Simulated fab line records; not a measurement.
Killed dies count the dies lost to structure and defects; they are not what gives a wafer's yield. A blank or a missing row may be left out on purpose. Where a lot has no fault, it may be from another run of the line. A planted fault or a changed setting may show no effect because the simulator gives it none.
Which of the tools did it? + flow berkeley_cmos170 + 42 wafers from 14 lots sampled at 4 of the route's 331 steps

WHAT THE GAUGES READ, wafer by wafer
UCB170_PWELL_TW_MEAS_17.
| lot  | measured    | on            | PWELL_TW    |
|------|-------------|---------------|-------------|
| L526 | day 3 04:26 | film_metro-04 | 378 380 379 |
| L528 | day 3 20:13 | film_metro-03 | 390 389 388 |
| L529 | day 3 20:41 | film_metro-03 | 389 387 390 |
| L530 | day 4 04:21 | film_metro-03 | 387 388 388 |
| L531 | day 4 18:02 | film_metro-03 | 389 388 386 |
| L533 | day 5 00:57 | film_metro-04 | 381 381 380 |
| L535 | day 5 13:12 | film_metro-04 | 380 379 379 |
| L536 | day 5 13:26 | film_metro-03 | 392 392 391 |
| L538 | day 6 01:41 | film_metro-03 | 391 389 390 |
| L539 | day 6 09:08 | film_metro-03 | 389 389 389 |
| L540 | day 6 09:23 | film_metro-03 | 416 415 412 |
| L541 | day 6 16:13 | film_metro-03 | 389 391 390 |
| L542 | day 6 16:23 | film_metro-03 | 415 417 416 |
| L547 | day 7 18:22 | film_metro-03 | 389 389 387 |

UCB170_M1_OVL_MEAS_10.
| lot  | measured     | on         | M1_OVL (nm) |
|------|--------------|------------|-------------|
| L526 | day 8 12:52  | overlay-02 | -8 0 -9     |
| L528 | day 9 07:45  | overlay-02 | 3 -1 4      |
| L529 | day 9 07:56  | overlay-02 | 4 0 3       |
| L530 | day 9 07:40  | overlay-01 | 4 -1 3      |
| L531 | day 9 17:25  | overlay-02 | 3 3 -2      |
| L533 | day 10 04:11 | overlay-01 | 1 2 6       |
| L535 | day 10 13:25 | overlay-02 | 0 -1 -2     |
| L536 | day 10 13:52 | overlay-02 | 8 4 5       |
| L538 | day 10 22:16 | overlay-01 | 4 1 3       |
| L539 | day 11 10:08 | overlay-02 | -1 3 0      |
| L540 | day 11 11:55 | overlay-01 | -2 -5 -1    |
| L541 | day 11 12:17 | overlay-01 | -2 -4 -3    |
| L542 | day 11 10:39 | overlay-01 | 0 0 -4      |
| L547 | day 12 16:54 | overlay-01 | -4 -3 -1    |

WHICH TOOL RAN EACH LOT (tool, then ch and the chambers of the sampled wafers, then the start)
| lot  | UCB170_PWELL_IMPLANT_15        | UCB170_CONTACT_STRIP_06              |
|------|--------------------------------|--------------------------------------|
| L526 | implanter-01 ch 0, day 3 04:11 | plasma_asher-02 ch 0,1, day 8 09:28  |
| L528 | implanter-01 ch 0, day 3 19:58 | plasma_asher-01 ch 0,1, day 9 01:29  |
| L529 | implanter-01 ch 0, day 3 20:28 | plasma_asher-02 ch 0,1, day 9 01:53  |
| L530 | implanter-01 ch 0, day 4 04:08 | plasma_asher-03 ch 0,1, day 9 01:26  |
| L531 | implanter-02 ch 0, day 4 17:47 | plasma_asher-02 ch 0,1, day 9 12:14  |
| L533 | implanter-01 ch 0, day 5 00:43 | plasma_asher-01 ch 0,1, day 10 00:17 |
| L535 | implanter-04 ch 0, day 5 12:59 | plasma_asher-01 ch 0,1, day 10 08:58 |
| L536 | implanter-01 ch 0, day 5 13:13 | plasma_asher-01 ch 0,1, day 10 09:13 |
| L538 | implanter-04 ch 0, day 6 01:27 | plasma_asher-03 ch 0,1, day 10 18:24 |
| L539 | implanter-02 ch 0, day 6 08:53 | plasma_asher-02 ch 0,1, day 11 06:45 |
| L540 | implanter-01 ch 0, day 6 09:10 | plasma_asher-01 ch 0,1, day 11 08:33 |
| L541 | implanter-04 ch 0, day 6 15:58 | plasma_asher-02 ch 0,1, day 11 08:46 |
| L542 | implanter-01 ch 0, day 6 16:10 | plasma_asher-01 ch 0,1, day 11 06:47 |
| L547 | implanter-02 ch 0, day 7 18:07 | plasma_asher-01 ch 0,1, day 12 12:41 |
- UCB170_PWELL_IMPLANT_15
- UCB170_CONTACT_STRIP_06: strips in O2.

WHAT THE TOOLS THEMSELVES READ (means of the sampled wafers that have a number; where no wafer has one, the mark that the record gives instead)
UCB170_PWELL_IMPLANT_15.
| lot  | tool         | beam_on_s (s) | dose_ions_cm2 | faraday_current_uA |
|------|--------------|---------------|---------------|--------------------|
| L526 | implanter-01 | 10.16         | 5e+12         | 15.6               |
| L528 | implanter-01 | 10.11         | 5e+12         | 15.7               |
| L529 | implanter-01 | 9.88          | 5e+12         | 16.0               |
| L530 | implanter-01 | 9.84          | 5e+12         | 16.1               |
| L531 | implanter-02 | 9.96          | 5e+12         | 15.9               |
| L533 | implanter-01 | 10.21         | 5e+12         | 15.6               |
| L535 | implanter-04 | 10.20         | 5e+12         | 15.6               |
| L536 | implanter-01 | 10.27         | 5e+12         | 15.5               |
| L538 | implanter-04 | 9.96          | 5e+12         | 15.9               |
| L539 | implanter-02 | 9.92          | 5e+12         | 16.1               |
| L540 | implanter-01 | 10.14         | 6e+12         | 19.4               |
| L541 | implanter-04 | 9.96          | 5e+12         | 15.9               |
| L542 | implanter-01 | 10.03         | 6e+12         | 19.6               |
| L547 | implanter-02 | 9.98          | 5e+12         | 15.9               |

UCB170_CONTACT_STRIP_06.
| lot  | tool            | drypump_motor_current_A (A) | oes_product_au (a.u.) | strip_time_to_endpoint_s (s) |
|------|-----------------|-----------------------------|-----------------------|------------------------------|
| L526 | plasma_asher-02 | 6.51                        | 0.734                 | 22.12                        |
| L528 | plasma_asher-01 | 6.27                        | 0.732                 | 21.89                        |
| L529 | plasma_asher-02 | 6.50                        | 0.731                 | 22.07                        |
| L530 | plasma_asher-03 | 5.98                        | 0.733                 | 21.92                        |
| L531 | plasma_asher-02 | 6.48                        | 0.736                 | 21.92                        |
| L533 | plasma_asher-01 | 6.32                        | 0.736                 | 21.96                        |
| L535 | plasma_asher-01 | 6.24                        | 0.733                 | 21.97                        |
| L536 | plasma_asher-01 | 6.24                        | 0.737                 | 21.88                        |
| L538 | plasma_asher-03 | 6.21                        | 0.733                 | 21.90                        |
| L539 | plasma_asher-02 | 6.50                        | 0.737                 | 21.95                        |
| L540 | plasma_asher-01 | 6.27                        | 0.738                 | 21.92                        |
| L541 | plasma_asher-02 | 6.49                        | 0.735                 | 21.93                        |
| L542 | plasma_asher-01 | 6.24                        | 0.740                 | 21.97                        |
| L547 | plasma_asher-01 | 6.24                        | 0.734                 | 21.96                        |

THE ANSWER, worked out from the rows above alone
Rule: the usual values come from the lots themselves. The widest of any qualifying gaps counts: lots, ordered by their means at a reading, are off when they make up no more than a third of the lots, leave a main group of 4 or more, and stand apart from it by 3 or more times the standard deviation of that group's means. Not used: any main group whose means are identical at the precision the tables above print for the reading. Also off: a lot with no number at a reading for which 4 or more lots have one. The other lots that the step has rows for count as sound. First the gauges in route order, then the tools' own readings, where a lot's mean is used as printed above. At the first step where some lot is off, the reading lying furthest off is the one used; lots without a number count as furthest.
Off: L540, L542, at UCB170_PWELL_TW_MEAS_17 (PWELL_TW). For the main group the mean is 387 and the standard deviation 4.2.
If a tool, at a process step before that reading, ran all the lots that are off and no sound lot after the first of them, it fits. The gauges at UCB170_PWELL_TW_MEAS_17 aren't tried: what is off there is off at UCB170_PWELL_IMPLANT_15 too, on other tools, and a gauge's error can't cause that. One candidate fits, namely implanter-01 at UCB170_PWELL_IMPLANT_15. A fault onset in the window from L536 (day 5 13:13, its last sound lot) to L540 (day 6 09:10, its first lot off) fits.
The tool's own readings at UCB170_PWELL_IMPLANT_15 bear it out: on the lots that are off they differ by more than 5 times the standard deviation of the sound lots' means. dose_ions_cm2 reads 6e+12 there against 5e+12 on the sound lots; faraday_current_uA reads 19.5 there against 15.8 on the sound lots.

WHAT THE SIMULATOR PUT IN
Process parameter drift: implanter-01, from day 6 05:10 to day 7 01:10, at UCB170_PWELL_IMPLANT_15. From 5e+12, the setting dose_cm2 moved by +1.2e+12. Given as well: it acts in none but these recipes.
Struck lots among those shown: L540, L542. The rule above reached the same finding.
